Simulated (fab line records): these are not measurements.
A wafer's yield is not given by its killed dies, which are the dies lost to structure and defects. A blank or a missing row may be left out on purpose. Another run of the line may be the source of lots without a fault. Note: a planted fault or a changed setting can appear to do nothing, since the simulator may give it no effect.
8D (eight disciplines) problem report, filled in by code | flow berkeley_cmos170 | the parts of the form that need people (team, actions taken, sign-off) are left out

== 1. THE ISSUE ==
spin_speed_rpm at UCB170_CONTACT_COAT_10 reads a mean of 1401.6 rpm on 6 wafers of 2 lots; wafers without a fault read 1500.0 rpm with a standard deviation of 0.93. So: -99 or more standard deviations from the usual mean.
The step: resist thk 900 nm.
The first sign was on wafer L454.2 at day 10 15:00, on litho_track-04. The record holds 18 wafers of 6 lots with a number at this step. Rule for "out", or "out of limits": more than 4 standard deviations from the usual mean. The rest of the wafers with a number are treated as sound.

== 2. WHAT THIS IS AND IS NOT ==
question                    | is                     | is not
which readings at this step | spin_speed_rpm         | dispense_pressure_kPa
which lots                  | L454, L458             | L450, L451, L464, L466
which wafers of those lots  | all that have a number | -
read on which tools         | litho_track-04         | litho_track-03
when                        | from day 10 15:00      | up to then (6 sound wafers); but 6 sound wafers of L464, L466 came after

== 3. WHAT RULES OUT EACH SUSPECT ==
Counting: a tool at a process step up to the reading stays a suspect if it ran every lot that is out and no sound lot after the first of them.
- rtp_anneal-02 at UCB170_SILICIDE_RTA_04 (time 15 s): ruled out as a lasting fault. Following L454 (day 10 11:16), the first lot on it that is out, the sound lots L464, L466 were run on it.
- litho_track-04 at UCB170_CONTACT_COAT_10 (resist thk 900 nm): kept. Every lot that is out went through it, starting with L454 (day 10 15:00), and after that it ran no sound lot; the last sound lot it ran before then is L450 (day 9 14:00). On those wafers its own readings are out: spin_speed_rpm.
After counting, what remains is litho_track-04 at UCB170_CONTACT_COAT_10.

== 4. THE CAUSE (what the simulator had put in) ==
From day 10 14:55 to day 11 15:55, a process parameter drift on litho_track-04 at UCB170_CONTACT_COAT_10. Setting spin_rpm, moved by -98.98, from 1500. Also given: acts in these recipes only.
Counting left only this tool.

== 5. SEQUENCE OF EFFECTS, ordered by route ==
Each row: a reading where the mean over the struck wafers with a number is more than 3 standard deviations away from the usual. Scope: only readings with a usual standard deviation given in the record; hours: median across lots of the time from each lot's start at the first step in this table that gives one to its start at this step; sigmas: change in usual standard deviations.
hours | step                   | reading        | usual      | on struck wafers | change | sigmas
0     | UCB170_CONTACT_COAT_10 | spin_speed_rpm | 1500.0 rpm | 1401.6           | -98.4  | -99 or more
It contains these process steps:
- UCB170_CONTACT_COAT_10: resist thk 900 nm.
At these later measuring or inspecting steps, every struck wafer for which the step has a row has a number for every such reading, and none has moved that far: UCB170_CONTACT_CD_MEAS_15, UCB170_CONTACT_OVL_MEAS_16.

== 6. HOW IT WOULD HAVE BEEN CAUGHT EARLIER ==
In this record no reading fell out of limits until day 10 15:00, 0 hours after the fault had begun at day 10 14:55.
